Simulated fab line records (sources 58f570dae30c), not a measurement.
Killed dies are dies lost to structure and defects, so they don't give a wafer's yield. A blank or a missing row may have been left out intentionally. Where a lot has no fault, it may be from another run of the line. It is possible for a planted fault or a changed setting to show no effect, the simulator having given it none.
Split-lot experiment ; flow berkeley_cmos170 ; 23 wafers read across 5 lots, on a route 331 steps long

THE SPLIT ITSELF
At UCB170_WELLDRIVE_OXIDATION_01 (target thk 199 nm, ox time 9000 s), the setting temp_c was moved away from the recipe's 1100 C on 20 of the 23 wafers read, by -2.7% to +3.0%. For the rest of the wafers, this setting stayed at what the recipe calls for.

The file shows no step between the split and the reading.

THE READING
At UCB170_WELLDRIVE_THK_MEAS_02: WELLDRIVE_OXIDE_THK, given in nm. Typical for fault-free wafers on this fab line: 198 nm, with standard deviation 3.6 nm.

wafer;tool, chamber at the split;temp_c as run, C;against the recipe;WELLDRIVE_OXIDE_THK, nm;against lot-mates on the recipe
L074.1;-, -;1133;+3.0%;231;no lot-mate on the recipe
L074.2;-, -;1133;+3.0%;231;no lot-mate on the recipe
L074.4;-, -;1133;+3.0%;230;no lot-mate on the recipe
L074.5;-, -;1133;+3.0%;230;no lot-mate on the recipe
L074.6;-, -;1133;+3.0%;234;no lot-mate on the recipe
L075.1;furnace-04, 0;1100;recipe;199;-
L075.2;furnace-04, 0;1100;recipe;198;-
L075.3;furnace-04, 0;1100;recipe;200;-
L080.1;-, -;1111;+1.0%;207;no lot-mate on the recipe
L080.2;-, -;1111;+1.0%;206;no lot-mate on the recipe
L080.3;-, -;1111;+1.0%;212;no lot-mate on the recipe
L080.4;-, -;1111;+1.0%;212;no lot-mate on the recipe
L080.5;-, -;1111;+1.0%;211;no lot-mate on the recipe
L081.1;-, -;1070;-2.7%;159;no lot-mate on the recipe
L081.2;-, -;1070;-2.7%;161;no lot-mate on the recipe
L081.4;-, -;1070;-2.7%;160;no lot-mate on the recipe
L081.5;-, -;1070;-2.7%;160;no lot-mate on the recipe
L081.6;-, -;1070;-2.7%;158;no lot-mate on the recipe
L082.1;-, -;1085;-1.4%;177;no lot-mate on the recipe
L082.2;-, -;1085;-1.4%;182;no lot-mate on the recipe
L082.3;-, -;1085;-1.4%;178;no lot-mate on the recipe
L082.4;-, -;1085;-1.4%;182;no lot-mate on the recipe
L082.6;-, -;1085;-1.4%;180;no lot-mate on the recipe

FIT RESULTS
A straight line over all 23 wafers: WELLDRIVE_OXIDE_THK changes by +12.5 nm for each +1% of temp_c; r = +0.99; the points scatter about the line by 2.8 nm.
Too few moved wafers have a lot-mate on the recipe to fit a line with each lot's own level taken away.

THE WHOLE CHAIN: every reading that the file lists as answering this split, in the file's order
step;what it does;reading;change (the file's fit);r (the file's)
UCB170_WELLDRIVE_OXIDATION_01;target thk 199 nm, ox time 9000 s;SiO2_of_WELLDRIVE_OXIDATION_01.thk_nm (the simulator's own value, which no gauge read);+12.5 nm for each +1% of the setting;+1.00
UCB170_WELLDRIVE_THK_MEAS_02;;WELLDRIVE_OXIDE_THK;+12.5 for each +1% of the setting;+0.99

THE FILE'S OWN FIT
WELLDRIVE_OXIDE_THK changes by +12.5 nm for each +1% of temp_c, r = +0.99.
